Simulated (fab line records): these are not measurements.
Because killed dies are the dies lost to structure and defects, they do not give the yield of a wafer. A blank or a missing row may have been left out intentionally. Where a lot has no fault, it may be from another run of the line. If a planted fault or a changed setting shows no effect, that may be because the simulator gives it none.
fab line records	flow berkeley_cmos170	part 1 of 2: steps 1 to 28 of 42
record: lots: 5	wafers: 15	last_day: 9
route steps=331 shown PWELL@52 WELLDRIVE@55 ACTIVE@60 PFIELD@79 FIELD@89
lots with no fault: from the same line, run without faults
start_h: hours from the record's first day to the start of the lot's first wafer shown	wait_h: time in hours since the lot's previous step	" unchanged from the row above	L1.1+2: one row covering several wafers at once	- no value present, or no start provided	* or withheld: withheld	< > ~ a bound
route shown NAME@n: a module of which the file shows steps, and the number in the route of the first	usual: the fault-free wafers' mean and standard deviation	same: alike in all rows	chamber/n: place in a boat	sites: each site's reading	_std_site: the values' standard deviation	_edge_site: outer sites' mean less inner sites'	radius_mm: for every site, how far away it sits from the centre of the wafer	mask NAME#n: copy n	behind: the last tool/chamber to shape the wafer	hold: why the lot was held/for how many hours/how that ended	device: the n, p or np transistor that did not switch	end of line: tests of these same wafers at the route's end	a step with no rows: only its recipe	killed: not the wafer's yield, but the dies lost to structure and defects at the first sort	map: a wafer's dies, marking killed ones x, the rest . and places with no die _
set.NAME: setting as actually run; set.NAME@STEP: the setting as run at that earlier step	model.NAME: the simulator's own value behind a step, which no gauge read
a table for each step, a row for each wafer; lots at some steps of the route
services: from which hour (start_h, from the record's first day; less than 0 if before it) a tool's chamber was out of use, for how many hours, and why
== steps ==
step: UCB170_PWELL_CLEAN_18
recipe: chemistry: SPM	temp_c: 120	time_s: 600
usual: bath_guard_temp_C: 119.9/0.54
lot.wafer	tool	chamber	start_h	wait_h	bath_guard_temp_C
L074.1	wet_bench-04	1	48.96	0.1	119.0
L074.5	"	1	"	"	119.1
L074.6	"	1	"	"	119.1
L075.3	wet_bench-03	3	51.44	2.3	120.4
L075.5	"	3	"	"	120.3
L075.6	"	3	"	"	120.5
L078.2	wet_bench-03	2	75.96	0.0	119.4
L078.4	"	2	"	"	120.3
L078.5	"	2	"	"	119.8
L080.1	wet_bench-04	0	84.13	1.1	120.2
L080.2	"	0	"	"	120.6
L080.4	"	0	"	"	120.6
L084.2	wet_bench-02	0	103.99	0.3	119.4
L084.5	"	0	"	"	119.4
L084.6	"	0	"	"	119.4
step: UCB170_PWELL_WET_ETCH_19
recipe: chemistry: H3PO4	target: Si3N4	temp_c: 160	time_s: 14400
usual: bath_guard_temp_C: 160.1/0.51
lot.wafer	tool	chamber	start_h	wait_h	bath_guard_temp_C
L074.1	wet_bench-04	3	49.16	0.0	159.7
L074.5	"	3	"	"	160.0
L074.6	"	3	"	"	159.8
L075.3	wet_bench-03	1	51.70	0.1	160.4
L075.5	"	1	"	"	160.7
L075.6	"	1	"	"	160.7
L078.2	wet_bench-03	0	76.13	0.0	159.7
L078.4	"	0	"	"	159.7
L078.5	"	0	"	"	159.9
L080.1	wet_bench-03	1	84.72	0.4	160.6
L080.2	"	1	"	"	160.5
L080.4	"	1	"	"	161.0
L084.2	wet_bench-02	1	104.16	0.0	159.6
L084.5	"	1	"	"	159.8
L084.6	"	1	"	"	159.8
step: UCB170_PWELL_WET_ETCH_20
recipe: chemistry: BOE	dilution: 5:1	target: SiO2	temp_c: 25	time_s: 22
lot.wafer	tool	chamber	start_h	wait_h
L074.1+5+6	wet_bench-04	2	53.18	0.0
L075.3+5+6	wet_bench-03	1	56.08	0.0
L078.2+4+5	wet_bench-03	1	80.18	0.0
L080.1+2+4	wet_bench-04	3	88.98	0.3
L084.2+5+6	wet_bench-02	3	108.17	0.0
step: UCB170_WELLDRIVE_CLEAN_00
recipe: chemistry: SPM	temp_c: 120	time_s: 600
usual: bath_guard_temp_C: 119.9/0.49
lot.wafer	tool	chamber	start_h	wait_h	bath_guard_temp_C
L074.1	wet_bench-04	0	53.37	0.2	120.5
L074.5	"	0	"	"	120.7
L074.6	"	0	"	"	120.2
L075.3	wet_bench-03	0	56.10	0.0	119.9
L075.5	"	0	"	"	119.4
L075.6	"	0	"	"	120.0
L078.2	wet_bench-02	0	80.21	0.0	119.7
L078.4	"	0	"	"	119.2
L078.5	"	0	"	"	119.3
L080.1	wet_bench-04	2	89.01	0.0	118.9
L080.2	"	2	"	"	119.1
L080.4	"	2	"	"	119.6
L084.2	wet_bench-02	3	108.19	0.0	120.4
L084.5	"	3	"	"	120.0
L084.6	"	3	"	"	120.1
step: UCB170_WELLDRIVE_OXIDATION_01
recipe: temp_c: 1100	ambient: O2	target_thk_a: 1990	ox_time_s: 9247
usual: spike_tc_centre_C: 1102.8/1.1
lot.wafer	tool	chamber	start_h	wait_h	spike_tc_centre_C
L074.1	furnace-01	0	56.51	3.0	1104.5
L074.5	"	0	"	"	1102.9
L074.6	"	0	"	"	1102.3
L075.3	furnace-01	0	56.51	0.2	1103.7
L075.5	"	0	"	"	1103.6
L075.6	"	0	"	"	1103.4
L078.2	furnace-01	0	83.38	3.0	1104.8
L078.4	"	0	"	"	1103.9
L078.5	"	0	"	"	1103.3
L080.1	furnace-04	0	92.04	2.9	1103.4
L080.2	"	0	"	"	1103.3
L080.4	"	0	"	"	1102.5
L084.2	furnace-03	0	110.77	2.4	1101.3
L084.5	"	0	"	"	1102.3
L084.6	"	0	"	"	1102.4
step: UCB170_WELLDRIVE_THK_MEAS_02
recipe: reads: SiO2_of_WELLDRIVE_OXIDATION_01
usual: WELLDRIVE_OXIDE_THK: 202/3.4
lot.wafer	tool	chamber	start_h	wait_h	WELLDRIVE_OXIDE_THK[nm]
L074.1	film_metro-03	-	60.01	0.0	203
L074.5	"	-	"	"	205
L074.6	"	-	"	"	204
L075.3	film_metro-01	-	60.03	0.0	202
L075.5	"	-	"	"	201
L075.6	"	-	"	"	205
L078.2	film_metro-02	-	86.89	0.0	204
L078.4	"	-	"	"	205
L078.5	"	-	"	"	205
L080.1	film_metro-02	-	95.54	0.0	201
L080.2	"	-	"	"	198
L080.4	"	-	"	"	199
L084.2	film_metro-03	-	114.28	0.0	196
L084.5	"	-	"	"	202
L084.6	"	-	"	"	197
step: UCB170_WELLDRIVE_ANNEAL_03
recipe: temp_c: 1100	time_s: 900	ambient: N2
usual: spike_tc_centre_C: 1102.9/1.1
lot.wafer	tool	chamber	start_h	wait_h	spike_tc_centre_C
L074.1	furnace-04	0	63.07	3.0	1103.9
L074.5	"	0	"	"	1101.7
L074.6	"	0	"	"	1103.5
L075.3	furnace-04	0	63.07	3.0	1103.7
L075.5	"	0	"	"	1105.0
L075.6	"	0	"	"	1103.6
L078.2	furnace-04	0	89.29	2.4	1102.0
L078.4	"	0	"	"	1104.0
L078.5	"	0	"	"	1104.6
L080.1	furnace-04	0	101.29	5.7	1102.2
L080.2	"	0	"	"	1101.6
L080.4	"	0	"	"	1102.1
L084.2	furnace-04	0	116.74	2.4	1104.0
L084.5	"	0	"	"	1103.3
L084.6	"	0	"	"	1103.4
step: UCB170_WELLDRIVE_WET_ETCH_04
recipe: chemistry: BOE	dilution: 5:1	target: SiO2	temp_c: 25	time_s: 120
lot.wafer	tool	chamber	start_h	wait_h
L074.1+5+6	wet_bench-03	2	64.35	0.0
L075.3+5+6	wet_bench-03	2	64.35	0.0
L078.2+4+5	wet_bench-03	3	90.54	0.0
L080.1+2+4	wet_bench-04	0	102.60	0.1
L084.2+5+6	wet_bench-02	3	118.14	0.2
step: UCB170_ACTIVE_CLEAN_00
recipe: chemistry: SPM	temp_c: 120	time_s: 600
usual: bath_guard_temp_C: 120.0/0.38
lot.wafer	tool	chamber	start_h	wait_h	bath_guard_temp_C
L074.1	wet_bench-02	1	64.49	0.1	120.2
L074.5	"	1	"	"	119.5
L074.6	"	1	"	"	120.3
L075.3	wet_bench-02	1	64.49	0.1	120.1
L075.5	"	1	"	"	119.7
L075.6	"	1	"	"	119.9
L078.2	wet_bench-03	3	90.58	0.0	120.4
L078.4	"	3	"	"	120.1
L078.5	"	3	"	"	120.4
L080.1	wet_bench-03	1	102.82	0.2	120.6
L080.2	"	1	"	"	120.7
L080.4	"	1	"	"	120.5
L084.2	wet_bench-02	2	118.20	0.0	120.2
L084.5	"	2	"	"	120.0
L084.6	"	2	"	"	119.9
step: UCB170_ACTIVE_CLEAN_01
recipe: chemistry: dHF	dilution: 25:1	time_s: 60
lot.wafer	tool	chamber	start_h	wait_h
L074.1+5+6	wet_bench-02	2	64.69	0.0
L075.3+5+6	wet_bench-02	1	64.69	0.0
L078.2+4+5	wet_bench-03	2	90.75	0.0
L080.1+2+4	wet_bench-02	1	103.09	0.1
L084.2+5+6	wet_bench-03	1	118.40	0.0
step: UCB170_ACTIVE_OXIDATION_02
recipe: temp_c: 1000	ambient: O2	target_thk_a: 264	ox_time_s: 1260
usual: spike_tc_centre_C: 1002.6/1.1
lot.wafer	tool	chamber	start_h	wait_h	spike_tc_centre_C
L074.1	furnace-01	0	66.86	2.2	1003.0
L074.5	"	0	"	"	1003.3
L074.6	"	0	"	"	1000.9
L075.3	furnace-01	0	66.86	2.2	1002.7
L075.5	"	0	"	"	1003.5
L075.6	"	0	"	"	1003.8
L078.2	furnace-01	0	96.55	5.8	1002.5
L078.4	"	0	"	"	1002.4
L078.5	"	0	"	"	1000.6
L080.1	furnace-01	0	105.40	2.3	1004.2
L080.2	"	0	"	"	1001.6
L080.4	"	0	"	"	1001.4
L084.2	furnace-03	0	121.61	3.2	1002.1
L084.5	"	0	"	"	1001.8
L084.6	"	0	"	"	1003.8
step: UCB170_ACTIVE_THK_MEAS_03
recipe: reads: SiO2_of_ACTIVE_OXIDATION_02
usual: ACTIVE_OXIDE_THK: 26.3/0.46
lot.wafer	tool	chamber	start_h	wait_h	ACTIVE_OXIDE_THK[nm]
L074.1	film_metro-01	-	68.21	0.0	26.6
L074.5	"	-	"	"	26.9
L074.6	"	-	"	"	26.5
L075.3	film_metro-04	-	68.23	0.0	26.8
L075.5	"	-	"	"	26.5
L075.6	"	-	"	"	26.5
L078.2	film_metro-02	-	97.91	0.0	26.3
L078.4	"	-	"	"	26.4
L078.5	"	-	"	"	26.3
L080.1	film_metro-04	-	106.75	0.0	27.1
L080.2	"	-	"	"	27.3
L080.4	"	-	"	"	27.1
L084.2	film_metro-02	-	122.97	0.0	25.7
L084.5	"	-	"	"	25.7
L084.6	"	-	"	"	26.0
step: UCB170_ACTIVE_ANNEAL_04
recipe: temp_c: 1000	time_s: 900	ambient: N2
usual: spike_tc_centre_C: 1002.3/1.1
lot.wafer	tool	chamber	start_h	wait_h	spike_tc_centre_C
L074.1	furnace-03	0	71.13	2.9	1001.2
L074.5	"	0	"	"	1003.0
L074.6	"	0	"	"	1002.9
L075.3	furnace-03	0	71.13	2.9	1001.3
L075.5	"	0	"	"	1002.9
L075.6	"	0	"	"	1002.2
L078.2	furnace-03	0	101.84	3.9	1003.1
L078.4	"	0	"	"	1001.1
L078.5	"	0	"	"	1003.6
L080.1	furnace-01	0	109.58	2.8	1003.1
L080.2	"	0	"	"	1002.8
L080.4	"	0	"	"	1001.7
L084.2	furnace-01	0	124.45	1.5	1002.1
L084.5	"	0	"	"	1003.2
L084.6	"	0	"	"	1003.8
step: UCB170_ACTIVE_CVD_05
recipe: material: Si3N4	target_thk_nm: 220	temp_c: 800	precursor: SiH2Cl2/NH3	time_s: 3150	pressure_mtorr: 200	sih2cl2_flow_sccm: 25	nh3_flow_sccm: 75
usual: spike_tc_centre_C: 802.2/1.6
lot.wafer	tool	chamber	start_h	wait_h	spike_tc_centre_C
L074.1	lpcvd-01	0	72.38	0.0	799.7
L074.5	"	0	"	"	801.6
L074.6	"	0	"	"	801.6
L075.3	lpcvd-01	0	72.38	0.0	800.9
L075.5	"	0	"	"	801.7
L075.6	"	0	"	"	799.4
L078.2	lpcvd-01	1	103.80	0.7	804.3
L078.4	"	1	"	"	803.7
L078.5	"	1	"	"	804.0
L080.1	lpcvd-02	0	111.59	0.8	802.3
L080.2	"	0	"	"	801.6
L080.4	"	0	"	"	801.7
L084.2	lpcvd-02	1	126.64	0.9	802.1
L084.5	"	1	"	"	799.1
L084.6	"	1	"	"	801.6
step: UCB170_ACTIVE_THK_MEAS_06
recipe: reads: Si3N4_of_ACTIVE_CVD_05
usual: ACTIVE_NITRIDE_THK: 209.6/1.8
lot.wafer	tool	chamber	start_h	wait_h	ACTIVE_NITRIDE_THK[nm]
L074.1	film_metro-01	-	74.29	0.0	209.8
L074.5	"	-	"	"	210.2
L074.6	"	-	"	"	208.7
L075.3	film_metro-02	-	74.31	0.1	213.7
L075.5	"	-	"	"	214.3
L075.6	"	-	"	"	212.8
L078.2	film_metro-02	-	105.72	0.1	211.5
L078.4	"	-	"	"	209.3
L078.5	"	-	"	"	210.7
L080.1	film_metro-04	-	113.51	0.0	209.3
L080.2	"	-	"	"	210.6
L080.4	"	-	"	"	209.7
L084.2	film_metro-04	-	128.57	0.1	206.2
L084.5	"	-	"	"	207.8
L084.6	"	-	"	"	205.7
step: UCB170_ACTIVE_HMDS_07
recipe: prime_time_s: 60	prime_temp_c: 100
lot.wafer	tool	chamber	start_h	wait_h
L074.1+5+6	litho_track-01	0	74.51	0.2
L075.3+5+6	litho_track-02	0	74.56	0.2
L078.2+4+5	litho_track-03	0	106.04	0.3
L080.1+2+4	litho_track-01	0	113.96	0.4
L084.2+5+6	litho_track-03	0	129.02	0.4
step: UCB170_ACTIVE_COAT_08
recipe: resist: KrF	spin_rpm: 1500	resist_thk_nm: 900
usual: dispense_pressure_kPa: 52/4.3
lot.wafer	tool	chamber	start_h	wait_h	dispense_pressure_kPa
L074.1	litho_track-01	0	74.66	0.1	51
L074.5	"	0	"	"	51
L074.6	"	0	"	"	51
L075.3	litho_track-02	0	74.71	0.1	56
L075.5	"	0	"	"	56
L075.6	"	0	"	"	56
L078.2	litho_track-03	0	106.19	0.1	46
L078.4	"	0	"	"	46
L078.5	"	0	"	"	47
L080.1	litho_track-01	0	114.11	0.1	51
L080.2	"	0	"	"	51
L080.4	"	0	"	"	51
L084.2	litho_track-03	0	129.17	0.1	46
L084.5	"	0	"	"	46
L084.6	"	0	"	"	46
step: UCB170_ACTIVE_SOFTBAKE_09
recipe: resist: KrF	temp_c: 130	time_s: 60
lot.wafer	tool	chamber	start_h	wait_h
L074.1+5+6	litho_track-01	0	74.81	0.1
L075.3+5+6	litho_track-02	0	74.86	0.1
L078.2+4+5	litho_track-03	0	106.34	0.1
L080.1+2+4	litho_track-01	0	114.26	0.1
L084.2+5+6	litho_track-03	0	129.32	0.1
step: UCB170_ACTIVE_EXPOSE_10
recipe: mask_id: ACTIVE	target_cd_nm: 1200	na: 0.5	sigma_outer: 0.6	source_shape: conventional	dose_mj: 20
lot.wafer	tool	chamber	start_h	wait_h	mask
L075.3+5+6	krf_scanner-02	0	75.24	0.4	ACTIVE#0
L074.1+5+6	krf_scanner-01	0	75.45	0.6	ACTIVE#0
L078.2+4+5	krf_scanner-01	0	106.71	0.3	ACTIVE#0
L080.1+2+4	krf_scanner-02	0	114.53	0.2	ACTIVE#0
L084.2+5+6	krf_scanner-02	0	129.46	0.1	ACTIVE#0
step: UCB170_ACTIVE_PEB_11
recipe: peb_temp_c: 130	peb_time_s: withheld	resist: KrF
lot.wafer	tool	chamber	start_h	wait_h
L075.3+5+6	litho_track-03	0	75.46	0.2
L074.1+5+6	litho_track-01	0	75.56	0.1
L078.2+4+5	litho_track-01	0	106.86	0.1
L080.1+2+4	litho_track-02	0	114.98	0.4
L084.2+5+6	litho_track-03	0	129.74	0.3
step: UCB170_ACTIVE_DEVELOP_12
recipe: developer: TMAH	develop_time_s: 45	resist: KrF	dev_temp_c: 21
lot.wafer	tool	chamber	start_h	wait_h
L075.3+5+6	litho_track-03	0	-	-
L074.1+5+6	litho_track-01	0	-	-
L078.2+4+5	litho_track-01	0	-	-
L080.1+2+4	litho_track-02	0	-	-
L084.2+5+6	litho_track-03	0	-	-
step: UCB170_ACTIVE_CD_MEAS_13
recipe: target_cd_nm: 1200
usual: cd_nm: 1199.4/1.4
lot.wafer	tool	chamber	start_h	wait_h	cd_nm
L075.3	cd_sem-01	-	75.73	-	1198.5
L075.5	"	-	"	"	1199.0
L075.6	"	-	"	"	1199.6
L074.1	cd_sem-02	-	75.84	-	1198.3
L074.5	"	-	"	"	1199.8
L074.6	"	-	"	"	1200.1
L078.2	cd_sem-01	-	107.13	-	1201.8
L078.4	"	-	"	"	1201.0
L078.5	"	-	"	"	1199.6
L080.1	cd_sem-01	-	115.57	-	1199.9
L080.2	"	-	"	"	1199.8
L080.4	"	-	"	"	1199.3
L084.2	cd_sem-01	-	130.06	-	1201.3
L084.5	"	-	"	"	1199.3
L084.6	"	-	"	"	1199.9
step: UCB170_ACTIVE_OVL_MEAS_14
usual: ACTIVE_OVL: 0/6.4
lot.wafer	tool	chamber	start_h	wait_h	ACTIVE_OVL[nm]
L075.3	overlay-01	-	75.82	0.1	2
L075.5	"	-	"	"	5
L075.6	"	-	"	"	-4
L074.1	overlay-02	-	75.96	0.1	-7
L074.5	"	-	"	"	-10
L074.6	"	-	"	"	2
L078.2	overlay-02	-	107.23	0.1	2
L078.4	"	-	"	"	5
L078.5	"	-	"	"	6
L080.1	overlay-01	-	115.69	0.1	3
L080.2	"	-	"	"	1
L080.4	"	-	"	"	5
L084.2	overlay-01	-	130.17	0.1	2
L084.5	"	-	"	"	-9
L084.6	"	-	"	"	-8
step: UCB170_ACTIVE_ETCH_15
recipe: chemistry: CH3F/Ar/O2	target: Si3N4	stop_on: SiO2	CH3F_flow_sccm: 20	Ar_flow_sccm: 50	O2_flow_sccm: 7	pressure_mtorr: 50	rf_w: 450	target_depth_a: 2420	over_etch_frac: 0.1	time_s: 151
usual: chamber_pressure_mTorr: 50.00/0.047	drypump_motor_current_A: 5.8/0.48	oes_product_au: 0.914/0.014	throttle_valve_pct: 7.95/0.13
lot.wafer	tool	chamber	start_h	wait_h	chamber_pressure_mTorr	drypump_motor_current_A	oes_product_au	rf_hours_counter_h	throttle_valve_pct
L075.3	rie_diel-04	0	75.84	0.0	49.98	6.7	0.899	11	8.19
L075.5	"	0	"	"	50.00	6.7	0.903	-	8.19
L075.6	"	1	"	"	50.07	5.6	0.937	-	7.96
L074.1	rie_diel-01	1	75.99	0.0	49.97	5.4	0.916	74	7.78
L074.5	"	3	"	"	50.10	6.5	0.922	-	7.91
L074.6	"	2	"	"	49.92	4.9	0.892	-	7.95
L078.2	rie_diel-02	3	107.26	0.0	49.98	5.7	0.918	122	7.90
L078.4	"	3	"	"	50.06	5.7	0.906	-	7.91
L078.5	"	1	"	"	49.99	5.7	0.924	-	8.05
L080.1	rie_diel-04	1	115.73	0.0	50.07	5.6	0.933	54	7.96
L080.2	"	2	"	"	50.00	5.9	0.910	149	7.96
L080.4	"	1	"	"	50.08	5.6	0.937	-	7.98
L084.2	rie_diel-02	2	130.20	0.0	50.04	5.6	0.899	43	7.76
L084.5	"	1	"	"	49.93	5.6	0.920	-	8.06
L084.6	"	3	"	"	50.08	5.7	0.893	-	7.91
step: UCB170_ACTIVE_STRIP_16
recipe: chemistry: O2	power_w: 400	pressure_mtorr: 3500	platen_temp_c: withheld	o2_flow_sccm: 400	overash_fraction: 0.5
usual: chamber_pressure_mTorr: 3500/3.3	drypump_motor_current_A: 5.94/0.28	oes_product_au: 0.721/0.0046	strip_time_to_endpoint_s: 18.06/0.11
lot.wafer	tool	chamber	start_h	wait_h	chamber_pressure_mTorr	drypump_motor_current_A	oes_product_au	rf_hours_counter_h	strip_time_to_endpoint_s
L075.3	plasma_asher-03	0	75.98	0.1	3507	5.61	0.724	-	18.06
L075.5	"	1	"	"	3504	6.04	0.709	-	17.99
L075.6	"	0	"	"	3507	5.63	0.718	-	18.10
L074.1	plasma_asher-02	1	76.09	0.1	3502	6.23	0.714	35	18.18
L074.5	"	1	"	"	3496	6.23	0.717	-	18.25
L074.6	"	0	"	"	3505	5.77	0.718	-	18.09
L078.2	plasma_asher-02	0	107.36	0.1	3491	5.80	0.722	38	18.12
L078.4	"	1	"	"	3503	6.21	0.717	-	18.12
L078.5	"	0	"	"	3498	5.82	0.722	-	18.10
L080.1	plasma_asher-04	0	115.83	0.1	3496	5.68	0.725	40	18.09
L080.2	"	1	"	"	3500	6.33	0.722	40	18.10
L080.4	"	0	"	"	3501	5.69	0.720	-	18.17
L084.2	plasma_asher-03	1	130.30	0.1	3500	6.05	0.729	42	17.98
L084.5	"	1	"	"	3500	6.05	0.726	-	18.08
L084.6	"	0	"	"	3500	5.64	0.722	-	18.09
step: UCB170_ACTIVE_CD_MEAS_90
recipe: target_cd_nm: 1200
usual: cd_nm: 1199.4/1.4
lot.wafer	tool	chamber	start_h	wait_h	cd_nm
L075.3	cd_sem-02	-	76.08	0.1	1198.2
L075.5	"	-	"	"	1199.2
L075.6	"	-	"	"	1199.8
L074.1	cd_sem-01	-	76.19	0.1	1198.6
L074.5	"	-	"	"	1199.5
L074.6	"	-	"	"	1200.1
L078.2	cd_sem-01	-	107.52	0.1	1201.9
L078.4	"	-	"	"	1201.1
L078.5	"	-	"	"	1198.9
L080.1	cd_sem-01	-	116.17	0.3	1199.7
L080.2	"	-	"	"	1199.8
L080.4	"	-	"	"	1198.9
L084.2	cd_sem-02	-	130.51	0.2	1200.8
L084.5	"	-	"	"	1199.5
L084.6	"	-	"	"	1200.0
step: UCB170_ACTIVE_CLEAN_17
recipe: chemistry: SPM	temp_c: 120	time_s: 600
usual: bath_guard_temp_C: 119.9/0.52
lot.wafer	tool	chamber	start_h	wait_h	bath_guard_temp_C
L074.1	wet_bench-02	3	79.40	3.2	120.3
L074.5	"	3	"	"	120.4
L074.6	"	3	"	"	120.2
L075.3	wet_bench-02	0	79.40	3.3	119.6
L075.5	"	0	"	"	119.6
L075.6	"	0	"	"	119.5
L078.2	wet_bench-03	1	107.69	0.2	121.0
L078.4	"	1	"	"	120.3
L078.5	"	1	"	"	120.7
L080.1	wet_bench-02	3	116.29	0.1	120.3
L080.2	"	3	"	"	119.7
L080.4	"	3	"	"	120.0
L084.2	wet_bench-03	2	131.10	0.6	119.7
L084.5	"	2	"	"	119.8
L084.6	"	2	"	"	120.0
step: UCB170_PFIELD_HMDS_00
recipe: prime_time_s: 60	prime_temp_c: 100
lot.wafer	tool	chamber	start_h	wait_h
L074.1+5+6	litho_track-04	0	79.59	0.0
L075.3+5+6	litho_track-03	0	79.64	0.1
L078.2+4+5	litho_track-03	0	107.89	0.0
L080.1+2+4	litho_track-04	0	116.78	0.3
L084.2+5+6	litho_track-01	0	131.62	0.3
